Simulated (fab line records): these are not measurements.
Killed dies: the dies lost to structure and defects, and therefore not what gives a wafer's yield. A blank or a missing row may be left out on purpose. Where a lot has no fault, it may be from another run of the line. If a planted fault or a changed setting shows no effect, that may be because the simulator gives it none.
What tool caused it? | flow berkeleyCmos170 | 15 lots (45 wafers sampled), 1 step of a 331-step route

WHAT EACH GAUGE READ, for each wafer
UCB170_NVT_TW_MEAS_09.
lot  | measured     | on           | NVT_TW
L803 | day 6 12:17  | filmMetro-01 | 522.6 527.7 526.4
L804 | day 6 12:26  | filmMetro-03 | 531.7 534.1 531.2
L805 | day 6 15:23  | filmMetro-01 | 527.0 526.8 524.8
L806 | day 7 01:44  | filmMetro-03 | 527.0 530.9 531.4
L810 | day 7 05:40  | filmMetro-01 | 527.1 525.6 528.1
L811 | day 7 05:55  | filmMetro-03 | 535.5 533.2 530.5
L814 | day 7 17:20  | filmMetro-01 | 530.5 530.7 530.7
L813 | day 7 17:37  | filmMetro-01 | 527.7 526.1 523.3
L812 | day 7 18:00  | filmMetro-03 | 527.9 531.8 532.0
L819 | day 8 17:41  | filmMetro-03 | 531.9 535.0 534.6
L818 | day 8 18:01  | filmMetro-04 | 529.2 530.8 533.0
L822 | day 9 16:16  | filmMetro-01 | 529.4 530.9 530.4
L823 | day 9 16:31  | filmMetro-03 | 528.7 530.4 531.7
L824 | day 10 00:56 | filmMetro-04 | 528.1 530.2 528.9
L825 | day 10 08:32 | filmMetro-04 | 532.3 528.4 531.1

EACH LOT AND THE TOOL THAT RAN IT (in order: tool; ch and the chambers of the sampled wafers; start)
Before these readings, the record contains no process step.

AS READ BY THE TOOLS THEMSELVES (means over the sampled wafers that have a number; for cases with no such wafer, the mark the record gives instead)
The record holds no such reading with a usual standard deviation.

THE ANSWER, worked out from the rows above alone
Rule: what is usual is taken from the lots themselves. The widest of any qualifying gaps counts: lots, ordered by their means at a reading, are off when they make up no more than a third of the lots, leave a main group of 4 or more, and stand apart from it by 3 or more times the standard deviation of that group's means. Not used: any main group whose means are identical at the precision the tables above print for the reading. Also off: a lot with no number at a reading for which 4 or more lots have one. Any other lot the step has rows for is counted as sound. First the gauges in route order, then the tools' own readings, where a lot's mean is used as printed above. The first step at which some lot is off is used, and at that step the reading that is off furthest; a lot without a number counts as furthest.
No lot is off at any reading shown: from this, nothing can be told.

WHAT WAS PUT IN BY THE SIMULATOR
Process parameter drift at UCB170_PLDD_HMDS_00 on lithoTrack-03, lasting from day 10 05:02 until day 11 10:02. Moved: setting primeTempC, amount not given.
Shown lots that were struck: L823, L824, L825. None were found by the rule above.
